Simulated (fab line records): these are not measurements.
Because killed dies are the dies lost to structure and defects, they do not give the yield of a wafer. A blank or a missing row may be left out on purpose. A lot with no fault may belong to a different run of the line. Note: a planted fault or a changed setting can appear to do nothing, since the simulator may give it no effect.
Which tool did it? || flow berkeley_cmos170 || 14 lots with 42 wafers sampled at 5 steps, on a route of 331 steps

WHAT EACH GAUGE READ, for each wafer
UCB170_SDANNEAL_RS_MEAS_05: measures by four-point-probe. Usual: NLDD_RS typically reads 616.8 ohm/sq, with standard deviation 1.5.
{"lot": "L675", "measured": "day 8 07:18", "on": "film_metro-04", "NLDD_RS (ohm/sq)": "619.3 620.9 618.2", "flag": ""}
{"lot": "L676", "measured": "day 8 23:01", "on": "film_metro-04", "NLDD_RS (ohm/sq)": "616.3 618.0 616.3", "flag": ""}
{"lot": "L677", "measured": "day 8 23:34", "on": "film_metro-04", "NLDD_RS (ohm/sq)": "617.4 615.6 617.5", "flag": ""}
{"lot": "L678", "measured": "day 8 23:35", "on": "film_metro-02", "NLDD_RS (ohm/sq)": "617.2 616.3 618.3", "flag": ""}
{"lot": "L682", "measured": "day 9 16:38", "on": "film_metro-01", "NLDD_RS (ohm/sq)": "559.6 549.5 571.2", "flag": "OFF"}
{"lot": "L681", "measured": "day 9 16:55", "on": "film_metro-04", "NLDD_RS (ohm/sq)": "559.4 538.2 572.0", "flag": "OFF"}
{"lot": "L687", "measured": "day 11 07:12", "on": "film_metro-02", "NLDD_RS (ohm/sq)": "617.6 616.9 617.0", "flag": ""}
{"lot": "L692", "measured": "day 11 10:39", "on": "film_metro-02", "NLDD_RS (ohm/sq)": "617.7 617.3 617.4", "flag": ""}
{"lot": "L690", "measured": "day 11 10:53", "on": "film_metro-01", "NLDD_RS (ohm/sq)": "617.0 615.0 616.2", "flag": ""}
{"lot": "L694", "measured": "day 12 16:41", "on": "film_metro-04", "NLDD_RS (ohm/sq)": "615.5 614.6 614.9", "flag": ""}
{"lot": "L693", "measured": "day 12 16:37", "on": "film_metro-01", "NLDD_RS (ohm/sq)": "616.1 616.6 616.8", "flag": ""}
{"lot": "L697", "measured": "day 12 16:34", "on": "film_metro-02", "NLDD_RS (ohm/sq)": "615.6 614.8 615.4", "flag": ""}
{"lot": "L696", "measured": "day 12 17:04", "on": "film_metro-02", "NLDD_RS (ohm/sq)": "616.6 615.1 615.5", "flag": ""}
{"lot": "L698", "measured": "day 13 07:49", "on": "film_metro-01", "NLDD_RS (ohm/sq)": "615.6 615.9 614.4", "flag": ""}

UCB170_CONTACT_THK_MEAS_02. Usual: CONTACT_PSG_THK typically reads 703 nm, with standard deviation 6.6.
{"lot": "L675", "measured": "day 8 10:41", "on": "film_metro-04", "CONTACT_PSG_THK (nm)": "711 714 709", "flag": ""}
{"lot": "L676", "measured": "day 9 01:33", "on": "film_metro-04", "CONTACT_PSG_THK (nm)": "695 694 694", "flag": ""}
{"lot": "L677", "measured": "day 9 03:20", "on": "film_metro-04", "CONTACT_PSG_THK (nm)": "709 707 708", "flag": ""}
{"lot": "L678", "measured": "day 9 03:20", "on": "film_metro-03", "CONTACT_PSG_THK (nm)": "694 694 689", "flag": ""}
{"lot": "L682", "measured": "day 9 19:11", "on": "film_metro-03", "CONTACT_PSG_THK (nm)": "704 708 705", "flag": ""}
{"lot": "L681", "measured": "day 9 20:37", "on": "film_metro-01", "CONTACT_PSG_THK (nm)": "700 707 700", "flag": ""}
{"lot": "L687", "measured": "day 11 09:42", "on": "film_metro-04", "CONTACT_PSG_THK (nm)": "698 700 704", "flag": ""}
{"lot": "L692", "measured": "day 11 15:14", "on": "film_metro-03", "CONTACT_PSG_THK (nm)": "701 703 706", "flag": ""}
{"lot": "L690", "measured": "day 11 15:14", "on": "film_metro-04", "CONTACT_PSG_THK (nm)": "704 700 708", "flag": ""}
{"lot": "L694", "measured": "day 12 19:38", "on": "film_metro-03", "CONTACT_PSG_THK (nm)": "706 712 707", "flag": ""}
{"lot": "L693", "measured": "day 12 19:40", "on": "film_metro-04", "CONTACT_PSG_THK (nm)": "694 703 693", "flag": ""}
{"lot": "L697", "measured": "day 12 19:38", "on": "film_metro-01", "CONTACT_PSG_THK (nm)": "713 708 710", "flag": ""}
{"lot": "L696", "measured": "day 12 19:43", "on": "film_metro-03", "CONTACT_PSG_THK (nm)": "716 717 706", "flag": ""}
{"lot": "L698", "measured": "day 13 11:14", "on": "film_metro-03", "CONTACT_PSG_THK (nm)": "705 704 705", "flag": ""}

UCB170_CONTACT_OVL_MEAS_16. Usual: CONTACT_OVL typically reads 0 nm, with standard deviation 5.7.
{"lot": "L675", "measured": "day 8 12:42", "on": "overlay-02", "CONTACT_OVL (nm)": "4 8 5", "flag": ""}
{"lot": "L676", "measured": "day 9 03:29", "on": "overlay-02", "CONTACT_OVL (nm)": "-2 -9 -6", "flag": ""}
{"lot": "L677", "measured": "day 9 05:27", "on": "overlay-02", "CONTACT_OVL (nm)": "0 0 5", "flag": ""}
{"lot": "L678", "measured": "day 9 05:10", "on": "overlay-01", "CONTACT_OVL (nm)": "7 3 0", "flag": ""}
{"lot": "L682", "measured": "day 9 21:34", "on": "overlay-01", "CONTACT_OVL (nm)": "-14 -6 -7", "flag": ""}
{"lot": "L681", "measured": "day 9 22:38", "on": "overlay-02", "CONTACT_OVL (nm)": "6 0 2", "flag": ""}
{"lot": "L687", "measured": "day 11 11:57", "on": "overlay-02", "CONTACT_OVL (nm)": "3 -7 -7", "flag": ""}
{"lot": "L692", "measured": "day 11 17:14", "on": "overlay-02", "CONTACT_OVL (nm)": "4 -2 -1", "flag": ""}
{"lot": "L690", "measured": "day 11 17:21", "on": "overlay-01", "CONTACT_OVL (nm)": "1 3 8", "flag": ""}
{"lot": "L694", "measured": "day 12 22:31", "on": "overlay-01", "CONTACT_OVL (nm)": "7 -3 2", "flag": ""}
{"lot": "L693", "measured": "day 12 22:16", "on": "overlay-01", "CONTACT_OVL (nm)": "7 6 4", "flag": ""}
{"lot": "L697", "measured": "day 12 22:26", "on": "overlay-02", "CONTACT_OVL (nm)": "-2 -4 -7", "flag": ""}
{"lot": "L696", "measured": "day 12 22:38", "on": "overlay-02", "CONTACT_OVL (nm)": "4 -2 4", "flag": ""}
{"lot": "L698", "measured": "day 13 15:59", "on": "overlay-01", "CONTACT_OVL (nm)": "-3 -5 -7", "flag": ""}

UCB170_V2_CD_MEAS_90 targets a cd of 700 nm. Usual: cd_nm 700.2 nm, standard deviation 1.4.
{"lot": "L675", "measured": "day 8 23:59", "on": "cd_sem-01", "cd_nm (nm)": "698.7 700.2 700.3", "flag": ""}
{"lot": "L676", "measured": "day 9 15:41", "on": "cd_sem-02", "cd_nm (nm)": "701.7 702.1 701.9", "flag": ""}
{"lot": "L677", "measured": "day 9 18:52", "on": "cd_sem-02", "cd_nm (nm)": "699.2 698.4 698.4", "flag": ""}
{"lot": "L678", "measured": "day 9 18:39", "on": "cd_sem-02", "cd_nm (nm)": "700.5 699.9 700.6", "flag": ""}
{"lot": "L682", "measured": "day 10 09:05", "on": "cd_sem-01", "cd_nm (nm)": "701.4 700.2 701.6", "flag": ""}
{"lot": "L681", "measured": "day 10 10:16", "on": "cd_sem-02", "cd_nm (nm)": "701.6 702.2 702.3", "flag": ""}
{"lot": "L687", "measured": "day 12 06:03", "on": "cd_sem-02", "cd_nm (nm)": "701.6 700.4 701.2", "flag": ""}
{"lot": "L692", "measured": "day 12 08:11", "on": "cd_sem-02", "cd_nm (nm)": "697.9 700.3 699.1", "flag": ""}
{"lot": "L690", "measured": "day 12 07:10", "on": "cd_sem-02", "cd_nm (nm)": "702.7 700.5 700.5", "flag": ""}
{"lot": "L694", "measured": "day 13 16:30", "on": "cd_sem-01", "cd_nm (nm)": "698.6 699.8 698.6", "flag": ""}
{"lot": "L693", "measured": "day 13 14:14", "on": "cd_sem-01", "cd_nm (nm)": "700.9 701.7 701.3", "flag": ""}
{"lot": "L697", "measured": "day 13 16:14", "on": "cd_sem-01", "cd_nm (nm)": "699.6 699.9 700.9", "flag": ""}
{"lot": "L696", "measured": "day 13 16:53", "on": "cd_sem-01", "cd_nm (nm)": "700.0 700.8 699.1", "flag": ""}
{"lot": "L698", "measured": "day 14 08:22", "on": "cd_sem-02", "cd_nm (nm)": "699.4 698.9 697.6", "flag": ""}

WHICH TOOL RAN EACH LOT (tool, then ch and the chambers of the sampled wafers, then the start)
{"lot": "L675", "UCB170_NLDD_IMPLANT_09": "implanter-01 ch 0, day 7 19:49"}
{"lot": "L676", "UCB170_NLDD_IMPLANT_09": "implanter-04 ch 0, day 8 09:12"}
{"lot": "L677", "UCB170_NLDD_IMPLANT_09": "implanter-01 ch 0, day 8 09:30"}
{"lot": "L678", "UCB170_NLDD_IMPLANT_09": "implanter-04 ch 0, day 8 09:45"}
{"lot": "L682", "UCB170_NLDD_IMPLANT_09": "implanter-01 ch 0, day 9 01:47"}
{"lot": "L681", "UCB170_NLDD_IMPLANT_09": "implanter-01 ch 0, day 9 02:52"}
{"lot": "L687", "UCB170_NLDD_IMPLANT_09": "implanter-04 ch 0, day 10 17:36"}
{"lot": "L692", "UCB170_NLDD_IMPLANT_09": "implanter-04 ch 0, day 10 22:19"}
{"lot": "L690", "UCB170_NLDD_IMPLANT_09": "implanter-04 ch 0, day 10 22:53"}
{"lot": "L694", "UCB170_NLDD_IMPLANT_09": "implanter-01 ch 0, day 11 23:59"}
{"lot": "L693", "UCB170_NLDD_IMPLANT_09": "implanter-04 ch 0, day 12 00:47"}
{"lot": "L697", "UCB170_NLDD_IMPLANT_09": "implanter-01 ch 0, day 12 02:58"}
{"lot": "L696", "UCB170_NLDD_IMPLANT_09": "implanter-04 ch 0, day 12 03:32"}
{"lot": "L698", "UCB170_NLDD_IMPLANT_09": "implanter-03 ch 0, day 12 22:01"}
- UCB170_NLDD_IMPLANT_09

AS READ BY THE TOOLS THEMSELVES (means over the sampled wafers that have a number; for cases with no such wafer, the mark the record gives instead)
UCB170_NLDD_IMPLANT_09. Usual: faraday_current_uA 159, standard deviation 3.
{"lot": "L675", "tool": "implanter-01", "faraday_current_uA": 157, "flag": ""}
{"lot": "L676", "tool": "implanter-04", "faraday_current_uA": 158, "flag": ""}
{"lot": "L677", "tool": "implanter-01", "faraday_current_uA": 159, "flag": ""}
{"lot": "L678", "tool": "implanter-04", "faraday_current_uA": 161, "flag": ""}
{"lot": "L682", "tool": "implanter-01", "faraday_current_uA": 162, "flag": ""}
{"lot": "L681", "tool": "implanter-01", "faraday_current_uA": 156, "flag": ""}
{"lot": "L687", "tool": "implanter-04", "faraday_current_uA": 156, "flag": ""}
{"lot": "L692", "tool": "implanter-04", "faraday_current_uA": 158, "flag": ""}
{"lot": "L690", "tool": "implanter-04", "faraday_current_uA": 156, "flag": ""}
{"lot": "L694", "tool": "implanter-01", "faraday_current_uA": 158, "flag": ""}
{"lot": "L693", "tool": "implanter-04", "faraday_current_uA": 159, "flag": ""}
{"lot": "L697", "tool": "implanter-01", "faraday_current_uA": 159, "flag": ""}
{"lot": "L696", "tool": "implanter-04", "faraday_current_uA": 159, "flag": ""}
{"lot": "L698", "tool": "implanter-03", "faraday_current_uA": 156, "flag": ""}

THE ANSWER, worked out from the rows above alone
Rule: take the mean of a lot's wafers that have a number; if it is more than 3 standard deviations from the usual mean, the lot is off. Also off: a lot with no number at a reading for which 4 or more lots have one. Where the step has rows for the other lots, those lots are counted as sound. Order of review: gauges by route order, followed by the tools' own readings, for which a lot's mean as printed above is used. At the first step where some lot is off, the reading lying furthest off is the one used; lots without a number count as furthest.
Off: L682, L681, at UCB170_SDANNEAL_RS_MEAS_05 (NLDD_RS).
If a tool, at a process step before that reading, ran all the lots that are off and no sound lot after the first of them, it fits. Those tools and the gauges at UCB170_SDANNEAL_RS_MEAS_05 are tried in the same way. Not one of the candidates tried fits.

WHAT THE SIMULATOR HAD INSERTED
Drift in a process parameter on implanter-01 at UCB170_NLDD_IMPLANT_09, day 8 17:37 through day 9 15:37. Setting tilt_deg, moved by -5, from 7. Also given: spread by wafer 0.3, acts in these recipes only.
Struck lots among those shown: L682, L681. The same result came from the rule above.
